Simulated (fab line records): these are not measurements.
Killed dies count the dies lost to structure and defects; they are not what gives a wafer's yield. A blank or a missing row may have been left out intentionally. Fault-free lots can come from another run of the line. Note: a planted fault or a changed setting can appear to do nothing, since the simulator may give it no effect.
A lot that was struck, set against a sound lot :: flow berkeley cmos170 :: 16 out of 331 route steps
Sound: wafers L359.3, L359.4, L359.5. Wafers struck: L358.2, L358.3, L358.4. The cause comes at the end.
Order at every step that has rows: each side's tool, ch and its chambers, its first start. Under that, the readings that differ: sound wafers :: struck wafers :: difference of the means :: sigmas: that difference in standard deviations of wafers without a fault.
alike: readings whose means differ by less than 2 such deviations, and words and numbers that are the same on both sides. not compared: withheld readings, readings that some wafer has no value for, bounds like >300 that may hide the same value, and numbers for which the record gives no deviation and whose values overlap.
A row with sigmas, a row that says differs or no value, or rows on one side alone: a step with any of these is where the two part. Non-overlapping numbers with no deviation appear without sigmas and do not part them. A reading that every wafer of one side lacks parts them only if that side has two wafers or more.

first, 3 steps without rows for these wafers: UCB170_BACKSIDE_HMDS_00 (prime time 60 s); UCB170_BACKSIDE_COAT_01 (resist thk 900 nm); UCB170_BACKSIDE_SOFTBAKE_02 (time 60 s).
UCB170_BACKSIDE_STRIP_03: strips in O2.
  sound on plasma asher-03 ch 0,1, day 9 21:55; struck on plasma asher-01 ch 0,1, day 9 22:01
reading: drypump motor current A (A)
sound: 6.0 6.4 6.4
struck: 5.0 5.7 5.0
difference: -1.0
sigmas: -2
  alike: chamber pressure mTorr, o2 flow sccm, oes product au, strip time to endpoint s
  not compared: rf hours counter h
then, 1 step without rows for these wafers: UCB170_BACKSIDE_CLEAN_04 (cleans in SPM, time 600 s).
UCB170_SDANNEAL_RTA_00: time 10 s.
  sound on rtp anneal-02 ch 0, day 9 22:19; struck on rtp anneal-01 ch 0, day 9 22:19
reading: wafer_temp_C_max
sound: 906.7 908.5 905.2
struck: 902.1 901.6 902.4
difference: -4.8
sigmas: -2
  alike: lamp power pct
UCB170_SDANNEAL_RTA_01: time 5 s.
  sound on rtp anneal-02 ch 0, day 9 22:23; struck on rtp anneal-01 ch 0, day 9 22:22
reading: lamp power pct (%)
sound: 42.5 42.5 42.5
struck: 39.4 39.4 39.4
difference: -3.1
sigmas: -2
  alike: wafer_temp_C_max
UCB170_SDANNEAL_RS_MEAS_02: measurement is done with a four-point probe.
  sound: film metro-04 at day 9 22:46; struck: film metro-03 at day 9 22:35
reading: PSD_RS (ohm/sq)
sound: 75.54 75.26 75.38
struck: 75.99 76.01 75.97
difference: +0.60
sigmas: +2
UCB170_SDANNEAL_RS_MEAS_03: measurement is done with a four-point probe.
  sound: film metro-04 at day 9 22:53; struck: film metro-03 at day 9 22:43
  alike: NSD_RS
UCB170_SDANNEAL_RS_MEAS_04: measurement is done with a four-point probe.
  sound: film metro-04 at day 9 23:01; struck: film metro-03 at day 9 22:50
  alike: PLDD_RS
UCB170_SDANNEAL_RS_MEAS_05: measurement is done with a four-point probe.
  sound: film metro-04 at day 9 23:08; struck: film metro-03 at day 9 22:57
  alike: NLDD_RS
then, 1 step without rows for these wafers: UCB170_SILICIDE_PRE_CLEAN_00 (preclean etch time 60 s).
UCB170_SILICIDE_SPUTTER_01: material Ti, target thk 30 nm, time 25 s.
  sound: pvd sputter-01 at day 9 23:16; struck: pvd sputter-02 at day 9 23:07
  no value came back on the struck wafers for cathode dc power W (W), chamber pressure pa (Pa), throttle valve pct (%); on the sound wafers cathode dc power W (W) reads 1499.9 1499.7 1499.7
UCB170_SILICIDE_RS_MEAS_02: measurement is done with a four-point probe.
  sound: film metro-03 at day 9 23:20; struck: film metro-01 at day 9 23:28
reading: SILICIDE_TI_RS (ohm/sq)
sound: 25.3 25.1 26.0
struck: - - -
difference: no value on the struck wafers
sigmas: 
  not compared: hold
UCB170_SILICIDE_THK_MEAS_03: measures by xrf.
  sound: film metro-03 at day 9 23:26; struck: film metro-01 at day 10 01:55
reading: SILICIDE_TI_THK (nm)
sound: 30.7 30.9 30.0
struck: <0.0 <0.0 <0.0
difference: differs
sigmas: 
  not compared: hold
after that, 1 step had no rows for these wafers: UCB170_M3_PROBE_99.

== WHERE THEY PART ==
First at UCB170_BACKSIDE_STRIP_03; last, within this record, at UCB170_SILICIDE_THK_MEAS_03.

WHY: what the simulator had put in
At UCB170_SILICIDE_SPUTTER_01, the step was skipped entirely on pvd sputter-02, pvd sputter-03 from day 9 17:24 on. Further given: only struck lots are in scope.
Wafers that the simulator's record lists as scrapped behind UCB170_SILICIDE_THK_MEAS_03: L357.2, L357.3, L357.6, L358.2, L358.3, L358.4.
